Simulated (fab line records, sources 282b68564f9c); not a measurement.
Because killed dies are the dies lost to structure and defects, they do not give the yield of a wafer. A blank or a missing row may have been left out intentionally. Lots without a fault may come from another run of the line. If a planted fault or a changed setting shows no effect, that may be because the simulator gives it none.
fab line records ; flow rit_cmos
record: lots: 5; wafers: 23
route steps=202 shown ACTIVE@2 FOX1@20 NWELL@29 PWELL@47 WELLDRIVE@50 NRETRO@55 PRETRO@72 GATE@87
start_h: hours from the record's first day to the start of the lot's first wafer shown ; wait_h: hours from the lot's prior step to this one ; " the same as in the row above ; L1.1+2: a row that stands for several wafers ; - no value, or no start was given ; * or withheld: withheld ; < > ~ a bound
route shown NAME@n: a module of which the file shows steps, and the number in the route of the first ; usual: the fault-free wafers' mean and standard deviation ; same: alike in all rows ; chamber/n: place in a boat ; sites: each site's reading ; _std_site: standard deviation of those values ; _edge_site: the outer-site mean with the inner-site mean subtracted ; radius_mm: how far each site lies from the wafer's centre ; mask NAME#n: copy n ; behind: the last tool/chamber to shape the wafer ; hold: why the lot went on hold/how many hours it stayed there/how the hold came to an end ; device: which transistor (n, p or np) failed to switch ; end of line: tests run on the same wafers once the route is complete ; step lacking rows: just its recipe ; killed: at the first sort, the dies lost to defects and structure; wafer yield is something else ; map: a wafer's dies, x killed, . not, _ none there
set.NAME: setting as actually run; set.NAME@STEP: the setting as run at that earlier step ; model.NAME: the simulator's own value behind a step, which no gauge read
lots with deliberately changed settings; one table per step, one row per wafer
== steps ==
step: RIT_ACTIVE_OXIDATION_01
recipe: temp_c: 1000; ambient: O2; target_thk_a: 468; ox_time_s: 3360
lot.wafer;tool;chamber;start_h;wait_h;set.ox_time_s;model.SiO2_of_ACTIVE_OXIDATION_01.thk_nm
L074.1;-;-;-;0.5;2864;41.78
L074.2;-;-;-;0.5;2864;41.94
L074.3;-;-;-;0.5;2864;43.03
L074.5;-;-;-;0.5;2864;42.46
L074.6;-;-;-;0.5;2864;42.38
L076.1;-;-;-;0.1;2894;43.19
L076.2;-;-;-;0.1;2894;42.33
L076.3;-;-;-;0.1;2894;41.82
L076.5;-;-;-;0.1;2894;43.05
L076.6;-;-;-;0.1;2894;42.54
L077.2;furnace-01;0;25.52;0.5;3360;48.32
L077.4;furnace-01;0;25.52;0.5;3360;48.21
L077.5;furnace-01;0;25.52;0.5;3360;47.77
L079.2;-;-;-;0.8;3360;48.4
L079.3;-;-;-;0.8;3360;47.47
L079.4;-;-;-;0.8;3360;48.15
L079.5;-;-;-;0.8;3360;47.27
L079.6;-;-;-;0.8;3360;48.79
L083.1;-;-;-;0.4;3586;48.28
L083.2;-;-;-;0.4;3586;48.44
L083.3;-;-;-;0.4;3586;47.39
L083.4;-;-;-;0.4;3586;47.52
L083.6;-;-;-;0.4;3586;48.73
step: RIT_ACTIVE_EXPOSE_08
recipe: mask_id: M1; na: 0.6; source_shape: conventional; sigma_outer: 0.6; target_cd_nm: 1400; dose_mj: 225
lot.wafer;tool;chamber;start_h;wait_h;mask;set.dose_mj
L074.1+3+5;iline_stepper-01;0;14.61;0.2;M1#0;217.4
L074.2+6;iline_stepper-01;0;14.61;0.2;M1#0;225
L076.1+5+6;iline_stepper-02;0;24.04;0.1;M1#0;234.3
L076.2+3;iline_stepper-02;0;24.04;0.1;M1#0;225
L077.2+4+5;iline_stepper-02;0;29.46;0.1;M1#0;225
L079.2+3;iline_stepper-01;0;39.86;0.2;M1#0;208.5
L079.4+5+6;iline_stepper-01;0;39.86;0.2;M1#0;225
L083.1+3+4;iline_stepper-02;0;59.33;0.1;M1#0;236.9
L083.2+6;iline_stepper-02;0;59.33;0.1;M1#0;225
step: RIT_ACTIVE_PEB_09
recipe: resist: NOVOLAK; temp_c: withheld; time_s: withheld
step: RIT_ACTIVE_DEVELOP_10
recipe: resist: NOVOLAK; develop_time_s: 50; dev_temp_c: 23
step: RIT_ACTIVE_CD_MEAS_11
recipe: target_cd_nm: 1400
usual: cd_nm: 1400.1/1.8
lot.wafer;tool;chamber;start_h;wait_h;set.dose_mj@ACTIVE_EXPOSE_08;cd_nm
L074.1;cd_sem-02;-;15.01;-;217.4;1411.5
L074.2;cd_sem-02;-;15.01;-;225;1396.4
L074.3;cd_sem-02;-;15.01;-;217.4;1410.6
L074.5;cd_sem-02;-;15.01;-;217.4;1408.0
L074.6;cd_sem-02;-;15.01;-;225;1401.5
L076.1;cd_sem-01;-;24.44;-;234.3;1391.3
L076.2;cd_sem-01;-;24.44;-;225;1399.0
L076.3;cd_sem-01;-;24.44;-;225;1402.7
L076.5;cd_sem-01;-;24.44;-;234.3;1388.6
L076.6;cd_sem-01;-;24.44;-;234.3;1388.4
L077.2;cd_sem-02;-;29.86;-;225;1400.5
L077.4;cd_sem-02;-;29.86;-;225;1401.9
L077.5;cd_sem-02;-;29.86;-;225;1401.1
L079.2;cd_sem-01;-;40.26;-;208.5;1421.2
L079.3;cd_sem-01;-;40.26;-;208.5;1418.8
L079.4;cd_sem-01;-;40.26;-;225;1400.9
L079.5;cd_sem-01;-;40.26;-;225;1399.8
L079.6;cd_sem-01;-;40.26;-;225;1401.7
L083.1;cd_sem-02;-;59.73;-;236.9;1381.3
L083.2;cd_sem-02;-;59.73;-;225;1400.4
L083.3;cd_sem-02;-;59.73;-;236.9;1384.7
L083.4;cd_sem-02;-;59.73;-;236.9;1383.2
L083.6;cd_sem-02;-;59.73;-;225;1400.4
step: RIT_ACTIVE_HARDBAKE_12
recipe: resist: NOVOLAK; temp_c: 140; time_s: 60
step: RIT_ACTIVE_ETCH_13
recipe: stop_on: SiO2; chemistry: SF6; target: Si3N4; time_s: 210; over_etch_frac: 0.4; SF6_flow_sccm: 200; pressure_mtorr: 260; rf_w: 125; target_depth_a: 2100
lot.wafer;tool;chamber;start_h;wait_h;set.dose_mj@ACTIVE_EXPOSE_08;model.ACTIVE.cd_nm
L074.1;rie_diel-02;2;15.44;0.1;217.4;1412
L074.2;rie_diel-02;0;15.44;0.1;225;1397
L074.3;rie_diel-02;3;15.44;0.1;217.4;1410
L074.5;rie_diel-02;2;15.44;0.1;217.4;1408
L074.6;rie_diel-02;3;15.44;0.1;225;1401
L076.1;rie_diel-04;1;24.71;0.1;234.3;1391
L076.2;rie_diel-04;0;24.71;0.1;225;1399
L076.3;rie_diel-04;3;24.71;0.1;225;1402
L076.5;rie_diel-04;0;24.71;0.1;234.3;1388
L076.6;rie_diel-04;3;24.71;0.1;234.3;1389
L077.2;rie_diel-02;1;30.11;0.1;225;1400
L077.4;rie_diel-02;2;30.11;0.1;225;1402
L077.5;rie_diel-02;2;30.11;0.1;225;1401
L079.2;rie_diel-04;3;40.51;0.1;208.5;1421
L079.3;rie_diel-04;1;40.51;0.1;208.5;1419
L079.4+6;rie_diel-04;0;40.51;0.1;225;1401
L079.5;rie_diel-04;3;40.51;0.1;225;1399
L083.1;rie_diel-04;0;60.00;0.1;236.9;1381
L083.2+6;rie_diel-04;3;60.00;0.1;225;1400
L083.3;rie_diel-04;1;60.00;0.1;236.9;1384
L083.4;rie_diel-04;2;60.00;0.1;236.9;1383
step: RIT_ACTIVE_STRIP_14
recipe: chemistry: O2; time_s: 180; resist: NOVOLAK; platen_temp_c: withheld; power_w: 500; pressure_mtorr: 4000; o2_flow_sccm: 4000
lot.wafer;tool;chamber;start_h;wait_h;set.pressure_mtorr
L074.1+2+3+5+6;plasma_asher-03;1,0,1,1,0;15.57;0.1;3536
L076.1+2+3+5+6;plasma_asher-02;0,1,0,0,1;24.84;0.1;3820
L077.2+4+5;plasma_asher-03;1;30.24;0.1;4000
L079.2+3+4+5+6;plasma_asher-03;1,0,1,0,1;40.65;0.1;4394
L083.1+2+3+4+6;plasma_asher-02;0,1,0,1,1;60.13;0.1;3784
step: RIT_ACTIVE_CD_MEAS_90
recipe: target_cd_nm: 1400
usual: cd_nm: 1400.1/1.8
lot.wafer;tool;chamber;start_h;wait_h;set.dose_mj@ACTIVE_EXPOSE_08;cd_nm
L074.1;cd_sem-01;-;15.75;0.1;217.4;1411.7
L074.2;cd_sem-01;-;15.75;0.1;225;1396.8
L074.3;cd_sem-01;-;15.75;0.1;217.4;1410.6
L074.5;cd_sem-01;-;15.75;0.1;217.4;1407.8
L074.6;cd_sem-01;-;15.75;0.1;225;1401.2
L076.1;cd_sem-01;-;25.02;0.1;234.3;1391.0
L076.2;cd_sem-01;-;25.02;0.1;225;1398.6
L076.3;cd_sem-01;-;25.02;0.1;225;1402.8
L076.5;cd_sem-01;-;25.02;0.1;234.3;1388.0
L076.6;cd_sem-01;-;25.02;0.1;234.3;1388.5
L077.2;cd_sem-01;-;30.44;0.1;225;1400.0
L077.4;cd_sem-01;-;30.44;0.1;225;1402.1
L077.5;cd_sem-01;-;30.44;0.1;225;1400.7
L079.2;cd_sem-02;-;40.84;0.1;208.5;1420.9
L079.3;cd_sem-02;-;40.84;0.1;208.5;1418.9
L079.4;cd_sem-02;-;40.84;0.1;225;1400.4
L079.5;cd_sem-02;-;40.84;0.1;225;1399.7
L079.6;cd_sem-02;-;40.84;0.1;225;1401.1
L083.1;cd_sem-01;-;60.30;0.1;236.9;1381.8
L083.2;cd_sem-01;-;60.30;0.1;225;1400.3
L083.3;cd_sem-01;-;60.30;0.1;236.9;1383.7
L083.4;cd_sem-01;-;60.30;0.1;236.9;1383.1
L083.6;cd_sem-01;-;60.30;0.1;225;1400.3
step: RIT_FOX1_OXIDATION_00
recipe: temp_c: 1100; ambient: H2O; target_thk_a: 3507; p_h2o_torr: 720; ox_time_s: 1130
lot.wafer;tool;chamber;start_h;wait_h;set.temp_c;model.SiO2_of_FOX1_OXIDATION_00.thk_nm
L074.1;-;-;-;0.1;1100;352
L074.2;-;-;-;0.1;1100;354
L074.3;-;-;-;0.1;1100;352.3
L074.5;-;-;-;0.1;1100;352.5
L074.6;-;-;-;0.1;1100;353.9
L076.1;-;-;-;1.6;1109;369.2
L076.2;-;-;-;1.6;1109;364.4
L076.3;-;-;-;1.6;1109;366.1
L076.5;-;-;-;1.6;1109;364
L076.6;-;-;-;1.6;1109;368.9
L077.2;furnace-03;0;30.95;0.0;1100;344.9
L077.4;furnace-03;0;30.95;0.0;1100;350.8
L077.5;furnace-03;0;30.95;0.0;1100;351.2
L079.2;-;-;-;0.0;1077;307.7
L079.3;-;-;-;0.0;1077;312.1
L079.4;-;-;-;0.0;1077;308.9
L079.5;-;-;-;0.0;1077;309.8
L079.6;-;-;-;0.0;1077;310
L083.1;-;-;-;0.0;1125;381.3
L083.2;-;-;-;0.0;1125;380.1
L083.3;-;-;-;0.0;1125;383
L083.4;-;-;-;0.0;1125;385.6
L083.6;-;-;-;0.0;1125;386.4
step: RIT_FOX1_THK_MEAS_01
recipe: reads: SiO2_of_FOX1_OXIDATION_00
usual: FOX1_OXIDE_THK: 350/5.1
lot.wafer;tool;chamber;start_h;wait_h;set.temp_c@FOX1_OXIDATION_00;FOX1_OXIDE_THK[nm]
L074.1;film_metro-01;-;-;-;1100;352
L074.2;film_metro-01;-;-;-;1100;354
L074.3;film_metro-01;-;-;-;1100;352
L074.5;film_metro-01;-;-;-;1100;353
L074.6;film_metro-01;-;-;-;1100;354
L076.1;film_metro-04;-;-;-;1109;369
L076.2;film_metro-04;-;-;-;1109;364
L076.3;film_metro-04;-;-;-;1109;366
L076.5;film_metro-04;-;-;-;1109;364
L076.6;film_metro-04;-;-;-;1109;369
L077.2;film_metro-03;-;32.27;0.0;1100;345
L077.4;film_metro-03;-;32.27;0.0;1100;351
L077.5;film_metro-03;-;32.27;0.0;1100;351
L079.2;film_metro-04;-;-;-;1077;308
L079.3;film_metro-04;-;-;-;1077;312
L079.4;film_metro-04;-;-;-;1077;309
L079.5;film_metro-04;-;-;-;1077;310
L079.6;film_metro-04;-;-;-;1077;310
L083.1;film_metro-03;-;-;-;1125;381
L083.2;film_metro-03;-;-;-;1125;380
L083.3;film_metro-03;-;-;-;1125;383
L083.4;film_metro-03;-;-;-;1125;385
L083.6;film_metro-03;-;-;-;1125;386
step: RIT_NWELL_COAT_01
recipe: resist: NOVOLAK; spin_rpm: 2000; resist_thk_nm: 1300
lot.wafer;tool;chamber;start_h;wait_h;set.spin_rpm;model.NOVOLAK_of_NWELL_COAT_01.thk_nm
L074.1;litho_track-02;0;20.27;0.1;2000;1304
L074.2+3;litho_track-02;0;20.27;0.1;2000;1305
L074.5;litho_track-02;0;20.27;0.1;2000;1306
L074.6;litho_track-02;0;20.27;0.1;2000;1310
L076.1;litho_track-04;0;32.04;0.1;2000;1302
L076.2;litho_track-04;0;32.04;0.1;2000;1299
L076.3+5+6;litho_track-04;0;32.04;0.1;2000;1301
L077.2;litho_track-02;0;36.12;0.1;2000;1300
L077.4;litho_track-02;0;36.12;0.1;2000;1303
L077.5;litho_track-02;0;36.12;0.1;2000;1298
L079.2;litho_track-03;0;45.26;0.1;2048;1287
L079.3;litho_track-03;0;45.26;0.1;2000;1298
L079.4;litho_track-03;0;45.26;0.1;2000;1299
L079.5;litho_track-03;0;45.26;0.1;2048;1284
L079.6;litho_track-03;0;45.26;0.1;2000;1300
L083.1;litho_track-04;0;64.71;0.1;1880;1338
L083.2;litho_track-04;0;64.71;0.1;2000;1300
L083.3;litho_track-04;0;64.71;0.1;1880;1343
L083.4;litho_track-04;0;64.71;0.1;2000;1297
L083.6;litho_track-04;0;64.71;0.1;1880;1347
step: RIT_NWELL_SOFTBAKE_02
recipe: resist: NOVOLAK; temp_c: 90; time_s: 60
step: RIT_NWELL_EXPOSE_03
recipe: mask_id: M2; na: 0.57; target_cd_nm: 43900; dose_mj: 250
step: RIT_NWELL_DEVELOP_05
recipe: resist: NOVOLAK; develop_time_s: 68; dev_temp_c: 23
step: RIT_NWELL_HARDBAKE_07
recipe: resist: NOVOLAK; temp_c: 140; time_s: 120
lot.wafer;tool;chamber;start_h;wait_h;set.spin_rpm@NWELL_COAT_01;model.NOVOLAK_of_NWELL_COAT_01.thk_nm
L074.1;litho_track-02;0;21.18;0.0;2000;1140
L074.2+3;litho_track-02;0;21.18;0.0;2000;1141
L074.5;litho_track-02;0;21.18;0.0;2000;1142
L074.6;litho_track-02;0;21.18;0.0;2000;1146
L076.1;litho_track-04;0;33.06;0.0;2000;1139
L076.2;litho_track-04;0;33.06;0.0;2000;1136
L076.3+5+6;litho_track-04;0;33.06;0.0;2000;1138
L077.2;litho_track-02;0;36.95;0.1;2000;1136
L077.4;litho_track-02;0;36.95;0.1;2000;1139
L077.5;litho_track-02;0;36.95;0.1;2000;1135
L079.2;litho_track-02;0;46.07;0.1;2048;1126
L079.3;litho_track-02;0;46.07;0.1;2000;1135
L079.4;litho_track-02;0;46.07;0.1;2000;1136
L079.5;litho_track-02;0;46.07;0.1;2048;1123
L079.6;litho_track-02;0;46.07;0.1;2000;1137
L083.1;litho_track-02;0;65.61;0.0;1880;1169
L083.2;litho_track-02;0;65.61;0.0;2000;1137
L083.3;litho_track-02;0;65.61;0.0;1880;1174
L083.4;litho_track-02;0;65.61;0.0;2000;1134
L083.6;litho_track-02;0;65.61;0.0;1880;1177
step: RIT_NWELL_IMPLANT_08
recipe: species: P; energy_kev: 170; dose_cm2: 5e+13; tilt_deg: 7
lot.wafer;tool;chamber;start_h;wait_h;set.energy_kev;model.implant.rp_nm;model.implant.drp_nm
L074.1+3+6;implanter-04;0;21.43;0.2;161.2;201.3;66.19
L074.2+5;implanter-04;0;21.43;0.2;170;212.6;68.82
L076.1+3;implanter-02;0;33.31;0.2;179.3;224.1;71.63
L076.2+5+6;implanter-02;0;33.31;0.2;170;212.1;68.82
L077.2+4+5;implanter-02;0;37.18;0.2;170;209.5;68.82
L079.2+3+5;implanter-04;0;46.30;0.2;170;203.2;68.82
L079.4+6;implanter-04;0;46.30;0.2;161.9;193.3;66.4
L083.1+4+6;implanter-01;0;65.86;0.2;161.7;198.9;66.34
L083.2+3;implanter-01;0;65.86;0.2;170;209.4;68.82
step: RIT_PWELL_IMPLANT_08
recipe: species: B; energy_kev: 170; dose_cm2: 7e+13; tilt_deg: 7
lot.wafer;tool;chamber;start_h;wait_h;set.dose_cm2
L074.1+2+5;implanter-02;0;22.98;0.2;7e+13
L074.3+6;implanter-02;0;22.98;0.2;6.743e+13
L076.1+2+3+5+6;implanter-01;0;34.90;0.2;7e+13
L077.2+4+5;implanter-01;0;38.73;0.2;7e+13
L079.2+6;implanter-03;0;47.94;0.2;7.405e+13
L079.3+4+5;implanter-03;0;47.94;0.2;7e+13
L083.1+3;implanter-02;0;67.53;0.2;6.85e+13
L083.2+4+6;implanter-02;0;67.53;0.2;7e+13
step: RIT_PWELL_STRIP_09
recipe: chemistry: O2; time_s: 180; resist: NOVOLAK; platen_temp_c: withheld; power_w: 500; pressure_mtorr: 4000; o2_flow_sccm: 4000
step: RIT_PWELL_TW_MEAS_10
usual: PWELL_TW: 954/7
lot.wafer;tool;chamber;start_h;wait_h;set.dose_cm2@PWELL_IMPLANT_08;PWELL_TW
L074.1;film_metro-01;-;23.30;0.1;7e+13;960
L074.2;film_metro-01;-;23.30;0.1;7e+13;958
L074.3;film_metro-01;-;23.30;0.1;6.743e+13;953
L074.5;film_metro-01;-;23.30;0.1;7e+13;955
L074.6;film_metro-01;-;23.30;0.1;6.743e+13;948
L076.1;film_metro-02;-;35.23;0.1;7e+13;945
L076.2;film_metro-02;-;35.23;0.1;7e+13;945
L076.3;film_metro-02;-;35.23;0.1;7e+13;949
L076.5;film_metro-02;-;35.23;0.1;7e+13;951
L076.6;film_metro-02;-;35.23;0.1;7e+13;954
L077.2;film_metro-02;-;39.04;0.1;7e+13;946
L077.4;film_metro-02;-;39.04;0.1;7e+13;949
L077.5;film_metro-02;-;39.04;0.1;7e+13;952
L079.2;film_metro-04;-;48.25;0.1;7.405e+13;983
L079.3;film_metro-04;-;48.25;0.1;7e+13;968
L079.4;film_metro-04;-;48.25;0.1;7e+13;963
L079.5;film_metro-04;-;48.25;0.1;7e+13;960
L079.6;film_metro-04;-;48.25;0.1;7.405e+13;981
L083.1;film_metro-02;-;67.86;0.1;6.85e+13;935
L083.2;film_metro-02;-;67.86;0.1;7e+13;942
L083.3;film_metro-02;-;67.86;0.1;6.85e+13;933
L083.4;film_metro-02;-;67.86;0.1;7e+13;944
L083.6;film_metro-02;-;67.86;0.1;7e+13;940
step: RIT_WELLDRIVE_ANNEAL_00
recipe: temp_c: 1100; time_s: 14700; ambient: N2
step: RIT_WELLDRIVE_RS_MEAS_02
recipe: thk_meas_gauge: four-point-probe
usual: PWELL_RS: 429.8/1.1
lot.wafer;tool;chamber;start_h;wait_h;set.dose_cm2@PWELL_IMPLANT_08;PWELL_RS[ohm/sq]
L074.1;film_metro-04;-;29.76;0.1;7e+13;428.4
L074.2;film_metro-04;-;29.76;0.1;7e+13;429.4
L074.3;film_metro-04;-;29.76;0.1;6.743e+13;437.7
L074.5;film_metro-04;-;29.76;0.1;7e+13;428.8
L074.6;film_metro-04;-;29.76;0.1;6.743e+13;438.4
L076.1;film_metro-02;-;41.17;0.1;7e+13;431.4
L076.2;film_metro-02;-;41.17;0.1;7e+13;431.1
L076.3;film_metro-02;-;41.17;0.1;7e+13;430.5
L076.5;film_metro-02;-;41.17;0.1;7e+13;430.7
L076.6;film_metro-02;-;41.17;0.1;7e+13;430.8
L077.2;film_metro-02;-;44.53;0.1;7e+13;431.4
L077.4;film_metro-02;-;44.53;0.1;7e+13;429.4
L077.5;film_metro-02;-;44.53;0.1;7e+13;431.2
L079.2;film_metro-04;-;54.58;0.1;7.405e+13;412.9
L079.3;film_metro-04;-;54.58;0.1;7e+13;428.6
L079.4;film_metro-04;-;54.58;0.1;7e+13;427.4
L079.5;film_metro-04;-;54.58;0.1;7e+13;429.0
L079.6;film_metro-04;-;54.58;0.1;7.405e+13;414.5
L083.1;film_metro-01;-;73.12;0.1;6.85e+13;437.7
L083.2;film_metro-01;-;73.12;0.1;7e+13;430.7
L083.3;film_metro-01;-;73.12;0.1;6.85e+13;434.7
L083.4;film_metro-01;-;73.12;0.1;7e+13;429.5
L083.6;film_metro-01;-;73.12;0.1;7e+13;429.9
step: RIT_NRETRO_SOFTBAKE_02
recipe: resist: NOVOLAK; temp_c: 90; time_s: 60
lot.wafer;tool;chamber;start_h;wait_h;set.temp_c
L074.1+2+3;litho_track-03;0;30.18;0.1;90
L074.5+6;litho_track-03;0;30.18;0.1;91.75
L076.1+2+3;litho_track-01;0;41.59;0.1;90
L076.5+6;litho_track-01;0;41.59;0.1;88.06
L077.2+4+5;litho_track-01;0;44.96;0.1;90
L079.2+3+6;litho_track-02;0;55.01;0.1;90
L079.4+5;litho_track-02;0;55.01;0.1;91.99
L083.1+2+4;litho_track-03;0;73.54;0.1;86.9
L083.3+6;litho_track-03;0;73.54;0.1;90
step: RIT_NRETRO_EXPOSE_03
recipe: mask_id: M4; na: 0.57; target_cd_nm: 43900; dose_mj: 250
step: RIT_NRETRO_PEB_04
recipe: resist: NOVOLAK; temp_c: withheld; time_s: withheld
step: RIT_NRETRO_DEVELOP_05
recipe: resist: NOVOLAK; develop_time_s: 68; dev_temp_c: 23
lot.wafer;tool;chamber;start_h;wait_h;set.temp_c@NRETRO_SOFTBAKE_02;model.NOVOLAK_of_NRETRO_COAT_01.thk_nm
L074.1;litho_track-01;0;-;-;90;1300
L074.2;litho_track-01;0;-;-;90;1301
L074.3;litho_track-01;0;-;-;90;1299
L074.5;litho_track-01;0;-;-;91.75;1292
L074.6;litho_track-01;0;-;-;91.75;1294
L076.1;litho_track-01;0;-;-;90;1304
L076.2;litho_track-01;0;-;-;90;1303
L076.3;litho_track-01;0;-;-;90;1299
L076.5;litho_track-01;0;-;-;88.06;1310
L076.6;litho_track-01;0;-;-;88.06;1312
L077.2;litho_track-01;0;-;-;90;1305
L077.4;litho_track-01;0;-;-;90;1309
L077.5;litho_track-01;0;-;-;90;1304
L079.2;litho_track-01;0;-;-;90;1299
L079.3;litho_track-01;0;-;-;90;1300
L079.4;litho_track-01;0;-;-;91.99;1294
L079.5;litho_track-01;0;-;-;91.99;1289
L079.6;litho_track-01;0;-;-;90;1303
L083.1;litho_track-02;0;-;-;86.9;1314
L083.2;litho_track-02;0;-;-;86.9;1319
L083.3;litho_track-02;0;-;-;90;1305
L083.4;litho_track-02;0;-;-;86.9;1320
L083.6;litho_track-02;0;-;-;90;1309
step: RIT_PRETRO_IMPLANT_08
recipe: species: B; energy_kev: 45; dose_cm2: 1.2e+13; tilt_deg: 7
lot.wafer;tool;chamber;start_h;wait_h;set.energy_kev;model.implant.rp_nm;model.implant.drp_nm
L074.1+6;implanter-04;0;32.72;0.2;46.14;150.9;55.89
L074.2+3+5;implanter-04;0;32.72;0.2;45;147.4;55.07
L076.1+3+6;implanter-03;0;44.01;0.2;45;144.3;55.07
L076.2+5;implanter-03;0;44.01;0.2;47.3;151.3;56.71
L077.2+4+5;implanter-03;0;47.43;0.2;45;144.1;55.07
L079.2+3+4+5+6;implanter-03;0;57.43;0.2;45;151.5;55.07
L083.1+2+3+4+6;implanter-04;0;76.08;0.2;45;141.7;55.07
step: RIT_GATE_COAT_11
recipe: resist: NOVOLAK; spin_rpm: 4250; resist_thk_nm: 850
lot.wafer;tool;chamber;start_h;wait_h;set.resist_thk_nm;model.NOVOLAK_of_GATE_COAT_11.thk_nm
L074.1;litho_track-02;0;39.87;0.1;829;829.9
L074.2;litho_track-02;0;39.87;0.1;829;825.7
L074.3;litho_track-02;0;39.87;0.1;850;848.1
L074.5;litho_track-02;0;39.87;0.1;850;847.3
L074.6;litho_track-02;0;39.87;0.1;850;846.3
L076.1;litho_track-04;0;50.32;0.1;850;850.8
L076.2;litho_track-04;0;50.32;0.1;850;851.7
L076.3;litho_track-04;0;50.32;0.1;850;850.4
L076.5;litho_track-04;0;50.32;0.1;850;852.5
L076.6;litho_track-04;0;50.32;0.1;850;851.6
L077.2;litho_track-04;0;51.97;0.1;850;848.6
L077.4;litho_track-04;0;51.97;0.1;850;850.4
L077.5;litho_track-04;0;51.97;0.1;850;849.4
L079.2;litho_track-03;0;62.09;0.1;850;847.4
L079.3;litho_track-03;0;62.09;0.1;850;852.6
L079.4;litho_track-03;0;62.09;0.1;850;850.4
L079.5;litho_track-03;0;62.09;0.1;850;851
L079.6;litho_track-03;0;62.09;0.1;850;850
L083.1;litho_track-03;0;81.92;0.1;887.6;890.1
L083.2;litho_track-03;0;81.92;0.1;850;852.7
L083.3;litho_track-03;0;81.92;0.1;850;849.1
L083.4;litho_track-03;0;81.92;0.1;850;851.6
L083.6;litho_track-03;0;81.92;0.1;887.6;890.3
== key ==
split: step: RIT_ACTIVE_OXIDATION_01; setting: ox_time_s; stated: 3360; by: lot
response: step: RIT_ACTIVE_OXIDATION_01; reading: model.SiO2_of_ACTIVE_OXIDATION_01.thk_nm; change: +0.306; per: 1%; r: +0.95
split: step: RIT_ACTIVE_EXPOSE_08; setting: dose_mj; stated: 225; by: wafer
response: step: RIT_ACTIVE_CD_MEAS_11; reading: cd_nm; change: -2.87; per: 1%; r: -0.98
response: step: RIT_ACTIVE_ETCH_13; reading: model.ACTIVE.cd_nm; change: -2.88; per: 1%; r: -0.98
response: step: RIT_ACTIVE_CD_MEAS_90; reading: cd_nm; change: -2.9; per: 1%; r: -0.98
split: step: RIT_ACTIVE_STRIP_14; setting: pressure_mtorr; stated: 4000; by: lot
response none clear
split: step: RIT_FOX1_OXIDATION_00; setting: temp_c; stated: 1100; by: lot
response: step: RIT_FOX1_OXIDATION_00; reading: model.SiO2_of_FOX1_OXIDATION_00.thk_nm; change: +17.1; per: 1%; r: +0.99
response: step: RIT_FOX1_THK_MEAS_01; reading: FOX1_OXIDE_THK; change: +17.1; per: 1%; r: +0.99
split: step: RIT_NWELL_COAT_01; setting: spin_rpm; stated: 2000; by: wafer
response: step: RIT_NWELL_COAT_01; reading: model.NOVOLAK_of_NWELL_COAT_01.thk_nm; change: -7.01; per: 1%; r: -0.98
response: step: RIT_NWELL_HARDBAKE_07; reading: model.NOVOLAK_of_NWELL_COAT_01.thk_nm; change: -6.04; per: 1%; r: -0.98
split: step: RIT_NWELL_IMPLANT_08; setting: energy_kev; stated: 170; by: wafer
response: step: RIT_NWELL_IMPLANT_08; reading: model.implant.rp_nm; change: +2.16; per: 1%; r: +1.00
response: step: RIT_NWELL_IMPLANT_08; reading: model.implant.drp_nm; change: +0.51; per: 1%; r: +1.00
split: step: RIT_PWELL_IMPLANT_08; setting: dose_cm2; stated: 7e+13; by: wafer
response: step: RIT_PWELL_TW_MEAS_10; reading: PWELL_TW; change: +2.85; per: 1%; r: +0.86
response: step: RIT_WELLDRIVE_RS_MEAS_02; reading: PWELL_RS; change: -2.55; per: 1%; r: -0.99
split: step: RIT_NRETRO_SOFTBAKE_02; setting: temp_c; stated: 90; by: wafer
response: step: RIT_NRETRO_DEVELOP_05; reading: model.NOVOLAK_of_NRETRO_COAT_01.thk_nm; change: -3.65; per: 1%; r: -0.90
split: step: RIT_PRETRO_IMPLANT_08; setting: energy_kev; stated: 45; by: wafer
response: step: RIT_PRETRO_IMPLANT_08; reading: model.implant.rp_nm; change: +1.37; per: 1%; r: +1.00
response: step: RIT_PRETRO_IMPLANT_08; reading: model.implant.drp_nm; change: +0.322; per: 1%; r: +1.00
split: step: RIT_GATE_COAT_11; setting: resist_thk_nm; stated: 850; by: wafer
response: step: RIT_GATE_COAT_11; reading: model.NOVOLAK_of_GATE_COAT_11.thk_nm; change: +8.6; per: 1%; r: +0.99
